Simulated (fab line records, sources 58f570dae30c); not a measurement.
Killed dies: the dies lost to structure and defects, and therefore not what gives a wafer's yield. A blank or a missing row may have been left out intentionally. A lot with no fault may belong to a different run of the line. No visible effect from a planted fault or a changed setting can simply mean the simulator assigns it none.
The tool behind it: which one? / flow berkeley-cmos170 / 42 wafers from 14 lots sampled at 4 of the route's 331 steps

== WHAT EACH GAUGE READ, for each wafer ==
UCB170_M2_RS_MEAS_02: uses a four-point probe to measure.
lot=L729; measured=day 8 19:13; on=film-metro-04; M2_AL_RS (ohm/sq)=0.0322 0.0323 0.0323
lot=L730; measured=day 9 08:28; on=film-metro-03; M2_AL_RS (ohm/sq)=0.0323 0.0324 0.0320
lot=L731; measured=day 9 08:23; on=film-metro-04; M2_AL_RS (ohm/sq)=0.0320 0.0315 0.0314
lot=L732; measured=day 9 06:29; on=film-metro-04; M2_AL_RS (ohm/sq)=0.0317 0.0326 0.0322
lot=L734; measured=day 9 09:08; on=film-metro-03; M2_AL_RS (ohm/sq)=0.0323 0.0318 0.0321
lot=L736; measured=day 9 20:28; on=film-metro-02; M2_AL_RS (ohm/sq)=0.0318 0.0321 0.0319
lot=L737; measured=day 10 17:16; on=film-metro-03; M2_AL_RS (ohm/sq)=0.0318 0.0319 0.0317
lot=L738; measured=day 10 18:15; on=film-metro-02; M2_AL_RS (ohm/sq)=0.0326 0.0320 0.0315
lot=L740; measured=day 11 04:02; on=film-metro-04; M2_AL_RS (ohm/sq)=0.0317 0.0316 0.0317
lot=L743; measured=day 11 07:41; on=film-metro-02; M2_AL_RS (ohm/sq)=0.0322 0.0322 0.0323
lot=L748; measured=day 13 04:53; on=film-metro-03; M2_AL_RS (ohm/sq)=0.0316 0.0316 0.0319
lot=L749; measured=day 13 12:53; on=film-metro-04; M2_AL_RS (ohm/sq)=0.0320 0.0319 0.0320
lot=L751; measured=day 13 14:40; on=film-metro-04; M2_AL_RS (ohm/sq)=0.0312 0.0321 0.0318
lot=L752; measured=day 14 03:13; on=film-metro-03; M2_AL_RS (ohm/sq)=0.0326 0.0326 0.0319

UCB170_V2_OVL_MEAS_13.
lot=L729; measured=day 8 23:43; on=overlay-02; V2_OVL (nm)=-3 -3 -8
lot=L730; measured=day 9 14:36; on=overlay-02; V2_OVL (nm)=0 -3 -11
lot=L731; measured=day 9 13:33; on=overlay-01; V2_OVL (nm)=-5 0 -5
lot=L732; measured=day 9 11:35; on=overlay-01; V2_OVL (nm)=0 -1 1
lot=L734; measured=day 9 15:36; on=overlay-01; V2_OVL (nm)=-1 -4 3
lot=L736; measured=day 10 00:50; on=overlay-01; V2_OVL (nm)=-5 -6 -3
lot=L737; measured=day 10 21:54; on=overlay-01; V2_OVL (nm)=4 5 3
lot=L738; measured=day 10 23:29; on=overlay-02; V2_OVL (nm)=-16 -2 -12
lot=L740; measured=day 11 08:29; on=overlay-02; V2_OVL (nm)=-2 -4 2
lot=L743; measured=day 11 14:30; on=overlay-02; V2_OVL (nm)=0 1 2
lot=L748; measured=day 13 09:20; on=overlay-01; V2_OVL (nm)=-3 0 -6
lot=L749; measured=day 13 17:35; on=overlay-02; V2_OVL (nm)=-8 -3 -9
lot=L751; measured=day 13 20:32; on=overlay-01; V2_OVL (nm)=7 3 8
lot=L752; measured=day 14 07:46; on=overlay-01; V2_OVL (nm)=-9 -1 -7

== WHICH TOOL RAN EACH LOT (tool, then ch and the chambers of the sampled wafers, then the start) ==
lot=L729; UCB170_PWELL_CLEAN_01=wet-bench-04 ch 1, day 2 18:06; UCB170_SDANNEAL_RTA_01=rtp-anneal-01 ch 0, day 8 06:40
lot=L730; UCB170_PWELL_CLEAN_01=wet-bench-04 ch 0, day 3 09:05; UCB170_SDANNEAL_RTA_01=rtp-anneal-01 ch 0, day 8 17:53
lot=L731; UCB170_PWELL_CLEAN_01=wet-bench-02 ch 2, day 3 09:28; UCB170_SDANNEAL_RTA_01=rtp-anneal-01 ch 0, day 8 18:44
lot=L732; UCB170_PWELL_CLEAN_01=wet-bench-04 ch 3, day 3 09:55; UCB170_SDANNEAL_RTA_01=rtp-anneal-02 ch 0, day 8 17:45
lot=L734; UCB170_PWELL_CLEAN_01=wet-bench-03 ch 0, day 3 19:05; UCB170_SDANNEAL_RTA_01=rtp-anneal-02 ch 0, day 8 18:10
lot=L736; UCB170_PWELL_CLEAN_01=wet-bench-03 ch 0, day 4 03:43; UCB170_SDANNEAL_RTA_01=rtp-anneal-02 ch 0, day 9 08:06
lot=L737; UCB170_PWELL_CLEAN_01=wet-bench-02 ch 1, day 4 17:34; UCB170_SDANNEAL_RTA_01=rtp-anneal-01 ch 0, day 10 03:56
lot=L738; UCB170_PWELL_CLEAN_01=wet-bench-02 ch 0, day 4 17:34; UCB170_SDANNEAL_RTA_01=rtp-anneal-02 ch 0, day 10 04:24
lot=L740; UCB170_PWELL_CLEAN_01=wet-bench-02 ch 3, day 5 02:19; UCB170_SDANNEAL_RTA_01=rtp-anneal-01 ch 0, day 10 15:25
lot=L743; UCB170_PWELL_CLEAN_01=wet-bench-02 ch 1, day 5 11:27; UCB170_SDANNEAL_RTA_01=rtp-anneal-01 ch 0, day 10 15:58
lot=L748; UCB170_PWELL_CLEAN_01=wet-bench-02 ch 0, day 6 15:08; UCB170_SDANNEAL_RTA_01=rtp-anneal-02 ch 0, day 12 13:35
lot=L749; UCB170_PWELL_CLEAN_01=wet-bench-02 ch 3, day 7 00:28; UCB170_SDANNEAL_RTA_01=rtp-anneal-01 ch 0, day 12 22:47
lot=L751; UCB170_PWELL_CLEAN_01=wet-bench-04 ch 0, day 7 09:16; UCB170_SDANNEAL_RTA_01=rtp-anneal-01 ch 0, day 13 03:25
lot=L752; UCB170_PWELL_CLEAN_01=wet-bench-04 ch 0, day 7 21:07; UCB170_SDANNEAL_RTA_01=rtp-anneal-02 ch 0, day 13 14:01
- UCB170_PWELL_CLEAN_01: cleans in dHF, time 60 s.
- UCB170_SDANNEAL_RTA_01: time 5 s.

== AS READ BY THE TOOLS THEMSELVES (means over the sampled wafers that have a number; for cases with no such wafer, the mark the record gives instead) ==
UCB170_SDANNEAL_RTA_01.
lot=L729; tool=rtp-anneal-01; lamp-power-pct (%)=42.3; wafer_temp_C_max=1055.3
lot=L730; tool=rtp-anneal-01; lamp-power-pct (%)=42.3; wafer_temp_C_max=1053.9
lot=L731; tool=rtp-anneal-01; lamp-power-pct (%)=42.3; wafer_temp_C_max=1053.9
lot=L732; tool=rtp-anneal-02; lamp-power-pct (%)=39.5; wafer_temp_C_max=1056.5
lot=L734; tool=rtp-anneal-02; lamp-power-pct (%)=39.5; wafer_temp_C_max=1055.1
lot=L736; tool=rtp-anneal-02; lamp-power-pct (%)=39.4; wafer_temp_C_max=1057.1
lot=L737; tool=rtp-anneal-01; lamp-power-pct (%)=42.3; wafer_temp_C_max=1055.7
lot=L738; tool=rtp-anneal-02; lamp-power-pct (%)=39.4; wafer_temp_C_max=1056.2
lot=L740; tool=rtp-anneal-01; lamp-power-pct (%)=42.3; wafer_temp_C_max=1054.7
lot=L743; tool=rtp-anneal-01; lamp-power-pct (%)=42.3; wafer_temp_C_max=1054.7
lot=L748; tool=rtp-anneal-02; lamp-power-pct (%)=39.4; wafer_temp_C_max=1056.4
lot=L749; tool=rtp-anneal-01; lamp-power-pct (%)=42.3; wafer_temp_C_max=1054.6
lot=L751; tool=rtp-anneal-01; lamp-power-pct (%)=42.3; wafer_temp_C_max=1054.9
lot=L752; tool=rtp-anneal-02; lamp-power-pct (%)=39.4; wafer_temp_C_max=1057.4

== THE ANSWER, worked out from the rows above alone ==
Rule: the lots themselves supply what counts as usual. Put in order of their means at a reading, lots are off if they are a third of the lots or fewer, leave a main group of 4 or more, and stand apart from it by a gap of 3 or more times the standard deviation of the main group's means; of several such gaps the widest counts. A main group whose means are all the same, to the digits that the tables above print for the reading, isn't used. Also off: a lot with no number at a reading for which 4 or more lots have one. Where the step has rows for the other lots, those lots are counted as sound. After the gauges, taken in route order, come the tools' own readings; for these a lot's mean is taken, as printed above. At the first step where some lot is off, the reading lying furthest off is the one used; lots without a number count as furthest.
Nothing can be told from this: no lot is off at any reading shown.

== WHAT WAS PUT IN BY THE SIMULATOR ==
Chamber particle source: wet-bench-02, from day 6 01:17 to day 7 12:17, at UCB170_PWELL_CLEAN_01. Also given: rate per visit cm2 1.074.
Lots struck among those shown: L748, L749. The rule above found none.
